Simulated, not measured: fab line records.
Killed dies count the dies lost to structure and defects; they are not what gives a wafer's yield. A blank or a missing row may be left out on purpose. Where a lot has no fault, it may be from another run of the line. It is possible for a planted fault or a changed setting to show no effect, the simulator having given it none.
fab line records    flow rit_cmos
[record] lots = 6  wafers = 18  last_day = 7
route steps=202 shown REOX@99 NLDD@103 PLDD@115 SPACER@125 NSD@131 M1@202
lots with no fault: from the same line, run without faults
start_h: hours from the record's first day to the start of the lot's first wafer shown    wait_h: how many hours have passed since the lot's step before this one    " unchanged from the row above    L1.1+2: several wafers, shown together as one row    - no value, or no start was given    * or withheld: withheld    < > ~ a bound
route shown NAME@n: a module of which the file shows steps, and the number in the route of the first    usual: average and standard deviation across the fault-free wafers    same: alike in all rows    chamber/n: place in a boat    sites: per-site readings    _std_site: standard deviation of those values    _edge_site: mean of outer sites minus mean of inner sites    radius_mm: for every site, how far away it sits from the centre of the wafer    mask NAME#n: copy n    behind: the most recent tool/chamber to have shaped the wafer    hold: cause of the lot's hold/its duration in hours/its outcome    device: the transistor (n, p or np) that didn't switch    end of line: tests run on the same wafers once the route is complete    for a step that has no rows: nothing shown but its recipe    killed: not the wafer's yield, but the dies lost to structure and defects at the first sort    map: a wafer's dies, marking killed ones x, the rest . and places with no die _
set.NAME: the setting the step ran with; set.NAME@STEP: the setting that earlier step ran with    model.NAME: the simulator's own value behind a step, which no gauge read
lots seen at some steps along the route; tables by step, rows by wafer
services: the hour from which a tool's chamber was out of use, counted from the record's first day as start_h (under 0 if before that day), plus the number of hours and why
[[steps]]
[step RIT_REOX_CLEAN_01]
[recipe] chemistry = dHF  dilution = 50:1  time_s = 30
[step RIT_REOX_CLEAN_02]
[recipe] chemistry = SC2  mix = 3:3:50  time_s = 600  temp_c = 75  dry = n2_spin
[step RIT_REOX_OXIDATION_03]
[recipe] temp_c = 900  ambient = O2  target_thk_a = 252  ox_time_s = 5580
[step RIT_REOX_THK_MEAS_04]
[recipe] reads = SiO2_of_REOX_OXIDATION_03
[usual] REOX_OXIDE_THK = 24.9/0.54
lot.wafer  tool           chamber  start_h  wait_h  REOX_OXIDE_THK[nm]
L833.3     film_metro-01  -        44.97    0.0     24.6
L833.4     "              -        "        "       24.8
L833.6     "              -        "        "       24.7
L847.1     film_metro-01  -        117.42   0.0     24.7
L847.2     "              -        "        "       25.2
L847.3     "              -        "        "       24.7
L851.1     film_metro-03  -        138.18   0.0     25.1
L851.2     "              -        "        "       25.1
L851.6     "              -        "        "       25.1
L852.1     film_metro-01  -        138.18   0.0     25.2
L852.5     "              -        "        "       25.0
L852.6     "              -        "        "       24.6
L855.1     film_metro-03  -        159.95   0.0     25.0
L855.4     "              -        "        "       24.8
L855.6     "              -        "        "       25.0
L856.2     film_metro-01  -        159.96   0.0     25.3
L856.5     "              -        "        "       24.8
L856.6     "              -        "        "       25.1
[step RIT_NLDD_HMDS_00]
[recipe] prime_time_s = 60  prime_temp_c = 140
[step RIT_NLDD_COAT_01]
[recipe] resist = NOVOLAK  spin_rpm = 3250  resist_thk_nm = 1000
[step RIT_NLDD_SOFTBAKE_02]
[recipe] resist = NOVOLAK  temp_c = 90  time_s = 60
[step RIT_NLDD_EXPOSE_03]
[recipe] mask_id = M7  na = 0.57  target_cd_nm = 40700  dose_mj = 250
[step RIT_NLDD_PEB_04]
[recipe] resist = NOVOLAK  temp_c = withheld  time_s = withheld
[step RIT_NLDD_DEVELOP_05]
[recipe] resist = NOVOLAK  develop_time_s = 50  dev_temp_c = 23
[step RIT_NLDD_OVL_MEAS_06]
[usual] NLDD_OVL = 0.8/1.2
lot.wafer  tool        chamber  start_h  wait_h  NLDD_OVL[nm]
L833.3     overlay-02  -        45.87    -       1.3
L833.4     "           -        "        "       2.0
L833.6     "           -        "        "       1.6
L847.1     overlay-01  -        118.43   -       0.5
L847.2     "           -        "        "       1.0
L847.3     "           -        "        "       1.1
L852.1     overlay-02  -        139.09   -       2.1
L852.5     "           -        "        "       1.9
L852.6     "           -        "        "       2.1
L851.1     overlay-01  -        139.33   -       0.7
L851.2     "           -        "        "       1.5
L851.6     "           -        "        "       2.4
L856.2     overlay-02  -        160.99   -       -0.5
L856.5     "           -        "        "       0.5
L856.6     "           -        "        "       0.8
L855.1     overlay-01  -        161.22   -       -0.6
L855.4     "           -        "        "       0.4
L855.6     "           -        "        "       0.1
[step RIT_NLDD_HARDBAKE_07]
[recipe] resist = NOVOLAK  temp_c = 140  time_s = 60
[step RIT_NLDD_IMPLANT_08]
[recipe] species = P  energy_kev = 20  dose_cm2 = 5e+14  tilt_deg = 7
[usual] dose_ions_cm2 = 5e+14/5e+11  faraday_current_uA = 1572/30
lot.wafer  tool          chamber  start_h  wait_h  dose_ions_cm2  faraday_current_uA
L833.3     implanter-01  0        46.09    0.1     4.99e+14       1535
L833.4     "             0        "        "       4.998e+14      1562
L833.6     "             0        "        "       4.982e+14      1573
L847.1     implanter-02  0        118.73   0.1     5e+14          1594
L847.2     "             0        "        "       4.996e+14      1533
L847.3     "             0        "        "       4.993e+14      1542
L852.1     implanter-02  0        139.28   0.1     7.101e+14      2306
L852.5     "             0        "        "       7.112e+14      2202
L852.6     "             0        "        "       7.094e+14      2181
L851.1     implanter-01  0        139.52   0.1     5.01e+14       1535
L851.2     "             0        "        "       4.996e+14      1562
L851.6     "             0        "        "       5.002e+14      1568
L856.2     implanter-02  0        161.19   0.1     7.11e+14       2231
L856.5     "             0        "        "       7.1e+14        2260
L856.6     "             0        "        "       7.104e+14      2188
L855.1     implanter-04  0        161.41   0.1     5e+14          1546
L855.4     "             0        "        "       5.004e+14      1622
L855.6     "             0        "        "       5.002e+14      1578
[step RIT_NLDD_STRIP_09]
[recipe] chemistry = O2  time_s = 180  resist = NOVOLAK  platen_temp_c = withheld  power_w = 500  pressure_mtorr = 4000  o2_flow_sccm = 4000
[usual] drypump_motor_current_A = 5.6/0.68
lot.wafer  tool             chamber  start_h  wait_h  drypump_motor_current_A  rf_hours_counter_h
L833.3     plasma_asher-04  1        46.25    0.1     5.9                      -
L833.4     "                0        "        "       6.3                      -
L833.6     "                0        "        "       6.3                      -
L847.1     plasma_asher-04  1        118.88   0.1     5.9                      34
L847.2     "                0        "        "       6.3                      34
L847.3     "                0        "        "       6.3                      -
L852.1     plasma_asher-04  1        139.43   0.1     5.9                      37
L852.5     "                0        "        "       6.3                      -
L852.6     "                1        "        "       5.9                      -
L851.1     plasma_asher-02  1        139.67   0.1     4.6                      2
L851.2     "                0        "        "       5.1                      2
L851.6     "                1        "        "       4.6                      -
L856.2     plasma_asher-02  1        161.32   0.1     4.7                      4
L856.5     "                1        "        "       4.6                      -
L856.6     "                0        "        "       5.1                      -
L855.1     plasma_asher-01  1        161.56   0.1     6.4                      52
L855.4     "                1        "        "       6.4                      -
L855.6     "                1        "        "       6.4                      -
[step RIT_NLDD_TW_MEAS_10]
[usual] NLDD_TW = 2499/16
lot.wafer  tool           chamber  start_h  wait_h  hold                      NLDD_TW
L833.3     film_metro-02  -        46.39    0.1     -                         2479
L833.4     "              -        "        "       -                         2489
L833.6     "              -        "        "       -                         2481
L847.1     film_metro-03  -        119.05   0.1     -                         2494
L847.2     "              -        "        "       -                         2490
L847.3     "              -        "        "       -                         2507
L852.1     film_metro-04  -        139.60   0.1     await_dispo/0.2h/release  2729
L852.5     "              -        "        "       await_dispo/0.2h/release  2735
L852.6     "              -        "        "       await_dispo/0.2h/release  2731
L852.1     film_metro-04  -        139.83   0.2     -                         2745
L852.5     "              -        "        "       -                         2731
L852.6     "              -        "        "       -                         2736
L851.1     film_metro-02  -        139.84   0.1     -                         2504
L851.2     "              -        "        "       -                         2485
L851.6     "              -        "        "       -                         2485
L856.2     film_metro-03  -        161.50   0.1     await_dispo/0.2h/release  2729
L856.5     "              -        "        "       await_dispo/0.2h/release  2714
L856.6     "              -        "        "       await_dispo/0.2h/release  2732
L856.2     film_metro-03  -        161.73   0.2     -                         2723
L856.5     "              -        "        "       -                         2714
L856.6     "              -        "        "       -                         2724
L855.1     film_metro-02  -        161.73   0.1     -                         2487
L855.4     "              -        "        "       -                         2494
L855.6     "              -        "        "       -                         2482
[step RIT_PLDD_COAT_01]
[recipe] resist = NOVOLAK  spin_rpm = 3250  resist_thk_nm = 1000
[step RIT_PLDD_SOFTBAKE_02]
[recipe] resist = NOVOLAK  temp_c = 90  time_s = 60
[step RIT_PLDD_EXPOSE_03]
[recipe] mask_id = M8  na = 0.57  target_cd_nm = 40900  dose_mj = 250
[step RIT_PLDD_PEB_04]
[recipe] resist = NOVOLAK  temp_c = withheld  time_s = withheld
[step RIT_PLDD_DEVELOP_05]
[recipe] resist = NOVOLAK  develop_time_s = 50  dev_temp_c = 23
[step RIT_PLDD_OVL_MEAS_06]
[usual] PLDD_OVL = 0.1/1.3
lot.wafer  tool        chamber  start_h  wait_h  PLDD_OVL[nm]
L833.3     overlay-02  -        47.42    -       1.2
L833.4     "           -        "        "       1.4
L833.6     "           -        "        "       1.2
L847.1     overlay-01  -        120.09   -       2.1
L847.2     "           -        "        "       1.5
L847.3     "           -        "        "       2.9
L851.1     overlay-01  -        140.88   -       0.4
L851.2     "           -        "        "       -0.8
L851.6     "           -        "        "       -0.6
L852.1     overlay-02  -        149.10   -       -1.3
L852.5     "           -        "        "       -2.5
L852.6     "           -        "        "       -0.5
L855.1     overlay-01  -        162.77   -       0.0
L855.4     "           -        "        "       -0.3
L855.6     "           -        "        "       0.0
L856.2     overlay-02  -        165.69   -       2.7
L856.5     "           -        "        "       1.0
L856.6     "           -        "        "       1.4
[step RIT_PLDD_HARDBAKE_07]
[recipe] resist = NOVOLAK  temp_c = 140  time_s = 60
[step RIT_PLDD_IMPLANT_08]
[recipe] species = BF2  energy_kev = 20  dose_cm2 = 8.879e+14  tilt_deg = 7
[step RIT_PLDD_STRIP_09]
[recipe] chemistry = O2  time_s = 180  resist = NOVOLAK  platen_temp_c = withheld  power_w = 500  pressure_mtorr = 4000  o2_flow_sccm = 4000
[usual] drypump_motor_current_A = 5.5/0.59
lot.wafer  tool             chamber  start_h  wait_h  drypump_motor_current_A  rf_hours_counter_h
L833.3     plasma_asher-02  1        47.80    0.1     4.6                      -
L833.4     "                0        "        "       5.1                      -
L833.6     "                1        "        "       4.7                      -
L847.1     plasma_asher-04  0        120.43   0.1     6.3                      35
L847.2     "                1        "        "       5.9                      35
L847.3     "                1        "        "       5.9                      -
L851.1     plasma_asher-03  0        141.21   0.1     5.6                      49
L851.2     "                1        "        "       5.6                      49
L851.6     "                1        "        "       5.7                      -
L852.1     plasma_asher-02  0        149.43   0.1     5.2                      2
L852.5     "                0        "        "       5.1                      -
L852.6     "                1        "        "       4.6                      -
L855.1     plasma_asher-04  0        163.10   0.1     6.3                      39
L855.4     "                0        "        "       6.3                      -
L855.6     "                1        "        "       5.9                      -
L856.2     plasma_asher-03  0        166.06   0.1     5.6                      51
L856.5     "                0        "        "       5.6                      -
L856.6     "                1        "        "       5.7                      -
[step RIT_PLDD_TW_MEAS_10]
[usual] PLDD_TW = 2342/14
lot.wafer  tool           chamber  start_h  wait_h  PLDD_TW
L833.3     film_metro-02  -        47.94    0.1     2328
L833.4     "              -        "        "       2322
L833.6     "              -        "        "       2333
L847.1     film_metro-03  -        120.60   0.1     2330
L847.2     "              -        "        "       2330
L847.3     "              -        "        "       2324
L851.1     film_metro-03  -        141.39   0.1     2341
L851.2     "              -        "        "       2326
L851.6     "              -        "        "       2323
L852.1     film_metro-04  -        149.61   0.1     2370
L852.5     "              -        "        "       2377
L852.6     "              -        "        "       2370
L855.1     film_metro-04  -        163.28   0.1     2357
L855.4     "              -        "        "       2362
L855.6     "              -        "        "       2365
L856.2     film_metro-02  -        166.24   0.1     2321
L856.5     "              -        "        "       2339
L856.6     "              -        "        "       2336
[step RIT_SPACER_CLEAN_00]
[recipe] chemistry = SC1  mix = 3:3:50  time_s = 600  temp_c = 75
[step RIT_SPACER_CLEAN_01]
[recipe] chemistry = dHF  dilution = 50:1  time_s = 30
[step RIT_SPACER_CLEAN_02]
[recipe] chemistry = SC2  mix = 3:3:50  time_s = 600  temp_c = 75  dry = n2_spin
[step RIT_SPACER_CVD_03]
[recipe] material = Si3N4  target_thk_nm = 250  temp_c = 810  precursor = SiH2Cl2/NH3  time_s = 3300  pressure_mtorr = 300  sih2cl2_flow_sccm = 60  nh3_flow_sccm = 150
[step RIT_SPACER_THK_MEAS_04]
[recipe] reads = Si3N4_of_SPACER_CVD_03
[usual] SPACER_NITRIDE_THK = 251.2/2.4
lot.wafer  tool           chamber  start_h  wait_h  SPACER_NITRIDE_THK[nm]
L833.3     film_metro-02  -        51.25    0.0     254.7
L833.4     "              -        "        "       252.5
L833.6     "              -        "        "       252.9
L847.1     film_metro-03  -        122.98   0.0     254.5
L847.2     "              -        "        "       254.1
L847.3     "              -        "        "       253.5
L851.1     film_metro-01  -        143.76   0.0     253.0
L851.2     "              -        "        "       252.5
L851.6     "              -        "        "       252.9
L852.1     film_metro-02  -        153.06   0.0     249.0
L852.5     "              -        "        "       250.6
L852.6     "              -        "        "       248.7
L855.1     film_metro-02  -        165.64   0.0     250.2
L855.4     "              -        "        "       249.5
L855.6     "              -        "        "       245.4
L856.2     film_metro-03  -        168.74   0.0     252.2
L856.5     "              -        "        "       252.2
L856.6     "              -        "        "       250.5
[step RIT_SPACER_ETCHBACK_05]
[recipe] target_depth_a = 2500  SF6_flow_sccm = 30  CHF3_flow_sccm = 30  target = Si3N4  chemistry = SF6/CHF3  pressure_mtorr = 40  rf_w = 250  time_s = 240  stop_on = SiO2
[usual] drypump_motor_current_A = 5.7/0.5  oes_product_au = 0.850/0.01  throttle_valve_pct = 10.29/0.12
lot.wafer  tool         chamber  start_h  wait_h  drypump_motor_current_A  oes_product_au  rf_hours_counter_h  throttle_valve_pct
L833.3     rie_diel-02  3        51.29    0.0     6.4                      0.860           18                  10.22
L833.4     "            2        "        "       5.2                      0.846           9                   10.18
L833.6     "            0        "        "       6.1                      0.869           -                   10.13
L847.1     rie_diel-04  3        123.04   0.1     5.7                      0.848           98                  10.45
L847.2     "            1        "        "       5.8                      0.870           100                 10.50
L847.3     "            0        "        "       5.3                      0.850           150                 10.26
L851.1     rie_diel-02  2        143.82   0.1     5.2                      0.853           11                  10.20
L851.2     "            1        "        "       5.4                      0.857           88                  10.46
L851.6     "            1        "        "       5.4                      0.857           -                   10.46
L852.1     rie_diel-04  3        153.12   0.1     5.7                      0.830           99                  10.44
L852.5     "            1        "        "       5.8                      0.859           -                   10.48
L852.6     "            0        "        "       5.3                      0.835           -                   10.25
L855.1     rie_diel-03  2        165.70   0.1     5.3                      0.841           69                  10.21
L855.4     "            3        "        "       6.7                      0.847           29                  10.13
L855.6     "            1        "        "       6.0                      0.820           -                   10.27
L856.2     rie_diel-04  1        168.79   0.0     5.8                      0.861           101                 10.48
L856.5     "            3        "        "       5.7                      0.855           -                   10.44
L856.6     "            2        "        "       4.8                      0.848           -                   10.31
[step RIT_NSD_HMDS_00]
[recipe] prime_time_s = 60  prime_temp_c = 140
[step RIT_NSD_COAT_01]
[recipe] resist = NOVOLAK  spin_rpm = 3250  resist_thk_nm = 1000
[step RIT_NSD_SOFTBAKE_02]
[recipe] resist = NOVOLAK  temp_c = 90  time_s = 61.15
[usual] plate_sensor_t_centre_C = 90.970/0.01  plate_sensor_t_edge_C = 91.020/0.01
lot.wafer  tool            chamber  start_h  wait_h  plate_sensor_t_centre_C  plate_sensor_t_edge_C
L833.3     litho_track-03  0        51.79    0.1     90.955                   91.019
L833.4     "               0        "        "       90.974                   91.019
L833.6     "               0        "        "       90.969                   91.011
L847.1     litho_track-03  0        123.49   0.1     90.982                   91.042
L847.2     "               0        "        "       90.971                   91.002
L847.3     "               0        "        "       90.975                   91.023
L851.1     litho_track-02  0        144.27   0.1     90.975                   91.029
L851.2     "               0        "        "       90.970                   91.045
L851.6     "               0        "        "       90.964                   91.021
L852.1     litho_track-03  0        153.75   0.1     90.950                   91.023
L852.5     "               0        "        "       90.967                   91.026
L852.6     "               0        "        "       90.973                   91.014
L855.1     litho_track-04  0        166.15   0.1     90.977                   90.999
L855.4     "               0        "        "       90.953                   91.004
L855.6     "               0        "        "       90.984                   90.996
L856.2     litho_track-02  0        169.33   0.1     90.983                   91.014
L856.5     "               0        "        "       90.960                   91.019
L856.6     "               0        "        "       90.992                   91.011
[step RIT_NSD_EXPOSE_03]
[recipe] mask_id = M9  na = 0.57  target_cd_nm = 40700  dose_mj = 250
[step RIT_NSD_PEB_04]
[recipe] resist = NOVOLAK  temp_c = withheld  time_s = withheld
[step RIT_NSD_DEVELOP_05]
[recipe] resist = NOVOLAK  develop_time_s = 50  dev_temp_c = 23
[step RIT_NSD_OVL_MEAS_06]
[usual] NSD_OVL = 0.7/1.3
lot.wafer  tool        chamber  start_h  wait_h  NSD_OVL[nm]
L833.3     overlay-01  -        52.43    -       0.9
L833.4     "           -        "        "       1.8
L833.6     "           -        "        "       0.0
L847.1     overlay-02  -        124.04   -       2.1
L847.2     "           -        "        "       3.1
L847.3     "           -        "        "       2.0
L851.1     overlay-01  -        144.95   -       1.4
L851.2     "           -        "        "       -0.2
L851.6     "           -        "        "       0.3
L852.1     overlay-02  -        154.54   -       2.0
L852.5     "           -        "        "       3.4
L852.6     "           -        "        "       2.7
L855.1     overlay-01  -        166.82   -       -1.1
L855.4     "           -        "        "       1.7
L855.6     "           -        "        "       2.5
L856.2     overlay-02  -        170.34   -       2.7
L856.5     "           -        "        "       -0.1
L856.6     "           -        "        "       0.6
[step RIT_NSD_HARDBAKE_07]
[recipe] resist = NOVOLAK  temp_c = 140  time_s = 60
[step RIT_NSD_IMPLANT_08]
[recipe] species = P  energy_kev = 25  dose_cm2 = 1e+15  tilt_deg = 7
[step RIT_NSD_STRIP_09]
[recipe] chemistry = O2  time_s = 180  resist = NOVOLAK  platen_temp_c = withheld  power_w = 500  pressure_mtorr = 4000  o2_flow_sccm = 4000
[usual] drypump_motor_current_A = 5.7/0.46
lot.wafer  tool             chamber  start_h  wait_h  drypump_motor_current_A  rf_hours_counter_h
L833.3     plasma_asher-04  0        52.81    0.1     6.3                      -
L833.4     "                1        "        "       5.9                      -
L833.6     "                0        "        "       6.3                      -
L847.1     plasma_asher-03  1        124.37   0.1     5.6                      47
L847.2     "                0        "        "       5.6                      47
L847.3     "                1        "        "       5.7                      -
L851.1     plasma_asher-04  1        145.28   0.1     5.9                      37
L851.2     "                0        "        "       6.3                      37
L851.6     "                0        "        "       6.3                      -
L852.1     plasma_asher-01  1        154.98   0.1     6.4                      51
L852.5     "                1        "        "       6.3                      -
L852.6     "                0        "        "       4.9                      -
L855.1     plasma_asher-03  0        167.16   0.1     5.6                      51
L855.4     "                1        "        "       5.7                      -
L855.6     "                1        "        "       5.7                      -
L856.2     plasma_asher-01  1        170.73   0.1     6.3                      52
L856.5     "                0        "        "       4.9                      -
L856.6     "                1        "        "       6.4                      -
[step RIT_SDANNEAL_RS_MEAS_07]
[recipe] thk_meas_gauge = four-point-probe
[usual] NLDD_RS = 151.6/0.42
lot.wafer  tool           chamber  start_h  wait_h  hold                      NLDD_RS[ohm/sq]
L833.3     film_metro-02  -        55.25    0.1     -                         151.6
L833.4     "              -        "        "       -                         151.7
L833.6     "              -        "        "       -                         152.3
L847.1     film_metro-03  -        126.85   0.1     -                         152.3
L847.2     "              -        "        "       -                         152.3
L847.3     "              -        "        "       -                         151.8
L851.1     film_metro-03  -        148.09   0.1     -                         151.2
L851.2     "              -        "        "       -                         151.4
L851.6     "              -        "        "       -                         152.1
L852.1     film_metro-04  -        157.44   0.1     await_dispo/0.2h/release  114.1
L852.5     "              -        "        "       await_dispo/0.2h/release  113.7
L852.6     "              -        "        "       await_dispo/0.2h/release  114.0
L852.1     film_metro-04  -        157.73   0.3     -                         114.1
L852.5     "              -        "        "       -                         113.8
L852.6     "              -        "        "       -                         113.9
L855.1     film_metro-03  -        169.75   0.1     -                         151.3
L855.4     "              -        "        "       -                         151.3
L855.6     "              -        "        "       -                         150.8
L856.2     film_metro-04  -        173.73   0.1     await_dispo/0.2h/release  113.6
L856.5     "              -        "        "       await_dispo/0.2h/release  113.8
L856.6     "              -        "        "       await_dispo/0.2h/release  113.9
L856.2     film_metro-04  -        174.02   0.3     -                         113.7
L856.5     "              -        "        "       -                         113.9
L856.6     "              -        "        "       -                         114.0
[step RIT_M1_PROBE_99]
[usual] defect_limited_yield = 97.3/1.1  killed_at_contacts = 0.1/0.28  killed_at_front_end = 7.0/2.9  killed_dies = 7.0/2.9  killed_open = 3.4/2.1  killed_short = 3.6/1.7  sort_bin_3_pad_short = 0.1/0.21  sort_bin_5_function = 1.5/0.76  sort_bin_6_memory = 1.0/0.66  sort_n_pass = 257.0/2.9  sort_yield_pct = 97.3/1.1
[same] gross_dies = 264  killed_at_M0_to_M3 = 0  killed_at_M4_up = 0  killed_at_back_side = 0  killed_at_other = 0
lot.wafer  tool       chamber  start_h  wait_h  defect_limited_yield[%]  killed_at_contacts  killed_at_front_end  killed_dies  killed_open  killed_short  sort_bin_3_pad_short[%]  sort_bin_5_function[%]  sort_bin_6_memory[%]  sort_n_pass  sort_yield_pct[%]
L833.3     prober-02  -        62.37    0.2     97.7                     0                   6                    6            2            4             0.4                      1.1                     0.8                   258.0        97.7
L833.4     prober-02  -        62.42    0.2     95.5                     0                   12                   12           6            6             0.4                      1.5                     2.7                   252.0        95.5
L833.6     prober-02  -        62.52    0.2     97.7                     0                   6                    6            3            3             0                        1.9                     0.4                   258.0        97.7
L847.1     prober-01  -        133.96   0.1     97.7                     0                   6                    6            2            4             0                        1.5                     0.8                   258.0        97.7
L847.2     prober-01  -        134.01   0.1     96.6                     0                   9                    9            3            6             0                        2.3                     1.1                   255.0        96.6
L847.3     prober-01  -        134.06   0.2     97.7                     1                   5                    6            3            3             0                        0.8                     1.5                   258.0        97.7
L851.1     prober-02  -        155.54   0.1     97.3                     0                   7                    7            4            3             0                        0.8                     1.9                   257.0        97.3
L851.2     prober-02  -        155.59   0.1     98.9                     0                   3                    3            0            3             0                        0.8                     0.4                   261.0        98.9
L851.6     prober-02  -        155.79   0.2     98.5                     1                   3                    4            2            2             0                        1.5                     0                     260.0        98.5
L855.1     prober-02  -        178.23   0.1     97.0                     0                   8                    8            1            7             0.4                      1.5                     1.1                   256.0        97.0
L855.4     prober-02  -        178.38   0.2     96.6                     0                   9                    9            3            6             0.4                      1.1                     1.9                   255.0        96.6
L855.6     prober-02  -        178.48   0.2     97.3                     1                   6                    7            3            4             0                        1.9                     0.8                   257.0        97.3
// killed by level:class
L833.3 FOX1:geometric_particle:short=1 FOX1:geometric_particle:open=1 GATE:geometric_particle:short=1 GATE:geometric_particle:open=1 REOX:geometric_particle:short=1 SILICIDE:geometric_particle:short=1
L833.4 SILICIDE:geometric_particle:short=4 FOX1:geometric_particle:open=2 GATE:geometric_particle:open=2 SILICIDE:geometric_particle:open=2 FOX1:geometric_particle:short=1 REOX:geometric_particle:short=1
L833.6 GATE:geometric_particle:open=2 FOX1:geometric_particle:open=1 GATE:geometric_particle:short=1 REOX:geometric_particle:short=1 SILICIDE:geometric_particle:short=1
L847.1 SILICIDE:geometric_particle:short=2 FOX2:geometric_particle:short=1 GATE:geometric_particle:short=1 SPACER:geometric_particle:open=1 SILICIDE:geometric_particle:open=1
L847.2 GATE:geometric_particle:short=2 SPACER:geometric_particle:open=2 SPACER:geometric_particle:short=2 SILICIDE:geometric_particle:short=2 SILICIDE:geometric_particle:open=1
L847.3 GATE:geometric_particle:open=2 SPACER:geometric_particle:short=2 SILICIDE:geometric_particle:short=1 CONTACT:geometric_particle:open=1
L851.1 FOX2:geometric_particle:open=2 GATE:geometric_particle:short=2 FOX2:geometric_particle:short=1 GATE:geometric_particle:open=1 SPACER:geometric_particle:open=1
L851.2 REOX:geometric_particle:short=1 SPACER:geometric_particle:short=1 SILICIDE:geometric_particle:short=1
L851.6 FOX1:geometric_particle:short=1 GATE:geometric_particle:short=1 GATE:geometric_particle:open=1 CONTACT:geometric_particle:open=1
L855.1 GATE:geometric_particle:short=3 SPACER:geometric_particle:short=2 FOX1:geometric_particle:short=1 FOX2:geometric_particle:short=1 SILICIDE:geometric_particle:open=1
L855.4 GATE:geometric_particle:short=3 FOX2:geometric_particle:open=2 FOX2:geometric_particle:short=1 GATE:geometric_particle:open=1 SPACER:geometric_particle:short=1 SILICIDE:geometric_particle:short=1
L855.6 FOX2:geometric_particle:short=2 GATE:geometric_particle:open=1 SPACER:geometric_particle:open=1 SPACER:geometric_particle:short=1 SILICIDE:geometric_particle:short=1 CONTACT:geometric_particle:open=1
[[services]]
tool             chamber  start_h  hours  kind
implanter-02     -        77.63    4.7    pm
rie_diel-02      0        79.37    2.1    repair
implanter-01     -        83.95    2.6    repair
implanter-01     -        98.97    9.8    pm
implanter-04     -        103.76   3.6    repair
plasma_asher-02  -        108.80   9.0    pm
plasma_asher-02  0        108.80   9.0    vent_cycle
plasma_asher-02  1        108.80   9.0    vent_cycle
implanter-01     -        109.36   2.9    pm
implanter-01     -        115.36   5.5    repair
implanter-02     -        116.55   1.8    repair
plasma_asher-02  0        117.80   -      clean
plasma_asher-02  1        117.80   -      clean
rie_diel-04      2        122.30   1.8    repair
rie_diel-03      0        137.08   -      clean
rie_diel-03      0        137.08   21.5   scheduled_down
rie_diel-03      0        137.08   21.5   vent_cycle
rie_diel-04      0        148.42   -      clean
[[key]]
[first_sign] step = RIT_NLDD_IMPLANT_08  reading = dose_ions_cm2  direction = up  sigmas = 99+  usual = 5e+14  struck = 7.104e+14
[effect] step = RIT_NLDD_IMPLANT_08  reading = faraday_current_uA  direction = up  sigmas = 22  usual = 1572  struck = 2228
[effect] step = RIT_NLDD_TW_MEAS_10  reading = visit  direction = added
[effect] step = RIT_NLDD_TW_MEAS_10  reading = NLDD_TW  direction = up  sigmas = 14  usual = 2499  struck = 2728
[effect] step = RIT_SDANNEAL_RS_MEAS_07  reading = NLDD_RS  direction = down  sigmas = 89  usual = 151.6  struck = 113.8
met_at RIT_NLDD_IMPLANT_08
struck_wafers L852.1,L852.5,L852.6,L856.2,L856.5,L856.6
scrapped_behind RIT_SDANNEAL_RS_MEAS_07 L852.1,L852.5,L852.6,L856.2,L856.5,L856.6
onset_between 118.73 139.28
[fault] kind = process_parameter_drift  tool = implanter-02  chamber = -  onset_h = 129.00  steps = RIT_NLDD_IMPLANT_08  channel = dose_cm2  offset = 2.1e+14  shape = step  end_h = 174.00  acts_in = these_recipes_only  stated = 5e+14
